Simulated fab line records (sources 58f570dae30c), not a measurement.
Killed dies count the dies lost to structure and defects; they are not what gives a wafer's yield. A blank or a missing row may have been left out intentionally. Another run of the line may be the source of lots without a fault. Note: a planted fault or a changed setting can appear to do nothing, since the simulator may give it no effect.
Split-lot trial ; flow berkeley_cmos170 ; 23 wafers read from 5 lots, route of 331 steps

## THE SPLIT
At UCB170_ACTIVE_EXPOSE_10 (exposes mask ACTIVE, target cd 1200 nm), the setting dose_mj was moved away from the recipe's 20 on 8 of the 23 wafers read, by -3.8% to +4.4%. All remaining wafers had this setting at the recipe value.

## FROM THE SPLIT TO THE READING: what the file shows between them, 5 steps
- UCB170_ACTIVE_PEB_11
- UCB170_ACTIVE_DEVELOP_12: develop time 45 s
- UCB170_ACTIVE_CD_MEAS_13: target cd 1200 nm
- UCB170_ACTIVE_ETCH_15: etches Si3N4 in CH3F/Ar/O2, stops on SiO2, target depth 242 nm, time 151 s
- UCB170_ACTIVE_STRIP_16: strips in O2

## THE READING
At UCB170_ACTIVE_CD_MEAS_90: cd_nm in nanometres, against a target cd of 1200 nm. Typical for fault-free wafers on this fab line: 1200.9 nm, with standard deviation 1.7 nm.

wafer;tool, chamber at the split;dose_mj as run;against the recipe;cd_nm, nm;against lot-mates on the recipe
L075.1;krf_scanner-01, 0;20;recipe;1199.3;-
L075.3;krf_scanner-01, 0;20;recipe;1200.5;-
L075.4;krf_scanner-01, 0;20;recipe;1198.8;-
L078.1;krf_scanner-01, 0;20;recipe;1198.1;-
L078.2;krf_scanner-01, 0;20;recipe;1198.6;-
L078.4;krf_scanner-01, 0;20;recipe;1197.9;-
L078.5;krf_scanner-01, 0;20;recipe;1197.5;-
L078.6;krf_scanner-01, 0;20;recipe;1198.8;-
L077.1;krf_scanner-01, 0;20.87;+4.4%;1194.8;-7.2
L077.2;krf_scanner-01, 0;20;recipe;1202.6;-
L077.4;krf_scanner-01, 0;20;recipe;1201.1;-
L077.5;krf_scanner-01, 0;20;recipe;1202.4;-
L077.6;krf_scanner-01, 0;20.87;+4.4%;1195.8;-6.2
L082.1;krf_scanner-01, 0;20.71;+3.6%;1196.0;-5.7
L082.2;krf_scanner-01, 0;20;recipe;1202.4;-
L082.4;krf_scanner-01, 0;20;recipe;1200.9;-
L082.5;krf_scanner-01, 0;20.71;+3.6%;1195.7;-6.0
L082.6;krf_scanner-01, 0;20.71;+3.6%;1197.4;-4.2
L083.2;krf_scanner-01, 0;20;recipe;1199.0;-
L083.3;krf_scanner-01, 0;20;recipe;1198.5;-
L083.4;krf_scanner-01, 0;19.24;-3.8%;1206.9;+8.2
L083.5;krf_scanner-01, 0;19.24;-3.8%;1206.0;+7.2
L083.6;krf_scanner-01, 0;19.24;-3.8%;1205.2;+6.5

THE FIT
A straight line over all 23 wafers: cd_nm changes by -1.26 nm for each +1% of dose_mj; r = -0.88; the points scatter about the line by 1.6 nm.
The same after taking each lot's own level away (the mean of its wafers on the recipe; 23 wafers): -1.68 nm for each +1%; r = -0.98; scatter 0.75 nm.
The reading moves by 7.3 nm for the largest change in dose_mj, on that fit.
The span of the lots' own levels, 1198.18 to 1202.03 nm, comes to 2.3 times the standard deviation stated above.
In other words, the slope is changed by the lot-to-lot level; the two fits disagree.
Check: for one of the wafers moved furthest among these (+4.4%), held out of the fit, the line's prediction against its lot-mates is -7.01 nm. It came out at -7.23 nm against them.

## FURTHER SPLITS ON THESE WAFERS
Other splits were also applied to these wafers ahead of the reading. Each is held against what the fit with the lots' levels taken away leaves over:
other split on the same wafers;wafers away from the commonest value;r with cd_nm (lot level and that fit taken away)
UCB170_START_OXIDATION_02 temp_c;15;-0.17
UCB170_NWELL_COAT_07 resist_thk_nm;11;+0.40
UCB170_NWELL_IMPLANT_14 dose_cm2;2;+0.23

## THE WHOLE CHAIN: every reading that the file lists as answering this split, in the file's order
step;what it does;reading;change (the file's fit);r (the file's)
UCB170_ACTIVE_CD_MEAS_13;target cd 1200 nm;cd_nm;-1.65 nm for each +1% of the setting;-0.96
UCB170_ACTIVE_ETCH_15;etches Si3N4 in CH3F/Ar/O2, stops on SiO2, target depth 242 nm, time 151 s;ACTIVE.cd_nm (the simulator's own value, which no gauge read);-1.71 nm for each +1% of the setting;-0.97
UCB170_ACTIVE_CD_MEAS_90;target cd 1200 nm;cd_nm;-1.65 nm for each +1% of the setting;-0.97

## THE FILE'S OWN FIT
cd_nm changes by -1.65 nm for each +1% of dose_mj, r = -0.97.
